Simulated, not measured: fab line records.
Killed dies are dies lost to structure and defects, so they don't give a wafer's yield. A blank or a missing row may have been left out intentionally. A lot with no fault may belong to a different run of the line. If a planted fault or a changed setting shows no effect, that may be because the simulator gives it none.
Split-lot experiment + flow berkeley_cmos170 + route with 331 steps; 5 lots, 23 wafers read

== THE SPLIT ITSELF ==
At UCB170_PWELL_PEB_11, the setting peb_temp_c was moved away from the recipe's 130 C on 11 of the 23 wafers read, by -1.8% to -1.0%. This setting was run at the recipe's value on the other wafers.

There is no step in the file separating the split from the reading.

== THE READING ==
PWELL.cd_nm (the simulator's own value, which no gauge read), in nm, at UCB170_PWELL_ETCH_14 (etches Si3N4 in CH3F/Ar/O2, stops on SiO2, target depth 242 nm, time 151 s). The file does not state a usual value for it. Average 3000 nm, standard deviation 2.1 nm, over the 12 wafers here run with the recipe.

| wafer  | tool, chamber at the split | peb_temp_c as run, C | against the recipe | PWELL.cd_nm, nm | against lot-mates on the recipe |
|--------|----------------------------|----------------------|--------------------|-----------------|---------------------------------|
| L074.2 | litho_track-04, 0          | 130                  | recipe             | 3001            | -                               |
| L074.4 | litho_track-04, 0          | 130                  | recipe             | 3000            | -                               |
| L074.5 | litho_track-04, 0          | 130                  | recipe             | 3001            | -                               |
| L078.1 | litho_track-02, 0          | 128                  | -1.5%              | 2983            | -14                             |
| L078.2 | litho_track-02, 0          | 128                  | -1.5%              | 2983            | -14                             |
| L078.3 | litho_track-02, 0          | 130                  | recipe             | 2997            | -                               |
| L078.4 | litho_track-02, 0          | 130                  | recipe             | 2998            | -                               |
| L078.6 | litho_track-02, 0          | 130                  | recipe             | 2997            | -                               |
| L079.1 | litho_track-04, 0          | 130                  | recipe             | 3004            | -                               |
| L079.2 | litho_track-04, 0          | 127.6                | -1.8%              | 2985            | -18                             |
| L079.3 | litho_track-04, 0          | 127.6                | -1.8%              | 2984            | -20                             |
| L079.4 | litho_track-04, 0          | 127.6                | -1.8%              | 2983            | -20                             |
| L079.6 | litho_track-04, 0          | 130                  | recipe             | 3003            | -                               |
| L082.1 | litho_track-04, 0          | 130                  | recipe             | 2999            | -                               |
| L082.3 | litho_track-04, 0          | 127.8                | -1.7%              | 2983            | -16                             |
| L082.4 | litho_track-04, 0          | 130                  | recipe             | 2999            | -                               |
| L082.5 | litho_track-04, 0          | 127.8                | -1.7%              | 2984            | -15                             |
| L082.6 | litho_track-04, 0          | 127.8                | -1.7%              | 2984            | -15                             |
| L085.1 | litho_track-02, 0          | 128.7                | -1.0%              | 2991            | -10                             |
| L085.2 | litho_track-02, 0          | 128.7                | -1.0%              | 2990            | -10                             |
| L085.3 | litho_track-02, 0          | 128.7                | -1.0%              | 2991            | -10                             |
| L085.4 | litho_track-02, 0          | 130                  | recipe             | 3000            | -                               |
| L085.5 | litho_track-02, 0          | 130                  | recipe             | 3001            | -                               |

FIT RESULTS
A straight line over all 23 wafers: PWELL.cd_nm changes by +9.45 nm for each +1% of peb_temp_c; r = +0.97; the points scatter about the line by 1.9 nm.
The same after taking each lot's own level away (the mean of its wafers on the recipe; 23 wafers): +9.79 nm for each +1%; r = +0.99; scatter 0.91 nm.
Per that fit: largest peb_temp_c move, reading shift of 18 nm.
The lots' own levels span 2997.3 to 3003.5 nm, that is 3.0 times the standard deviation above.
So the lot-to-lot level changes the slope little: the two slopes agree.
Check: for one of the wafers moved furthest among these (-1.8%), held out of the fit, the line's prediction against its lot-mates is -18 nm. It came out at -18.5 nm against them.

== OTHER SPLITS APPLIED TO THESE WAFERS ==
Before the reading, these wafers also passed through other splits. Each is held against what the fit with the lots' levels taken away leaves over:
| other split on the same wafers      | wafers away from the commonest value | r with PWELL.cd_nm (lot level and that fit taken away) |
|-------------------------------------|--------------------------------------|--------------------------------------------------------|
| UCB170_START_OXIDATION_02 ox_time_s | 15                                   | +0.55                                                  |
| UCB170_ZERO_STRIP_07 o2_flow_sccm   | 8                                    | +0.21                                                  |
| UCB170_PWELL_OXIDATION_02 temp_c    | 18                                   | -0.52                                                  |

== FILE'S OWN FIT ==
PWELL.cd_nm changes by +9.7 nm for each +1% of peb_temp_c, r = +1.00.
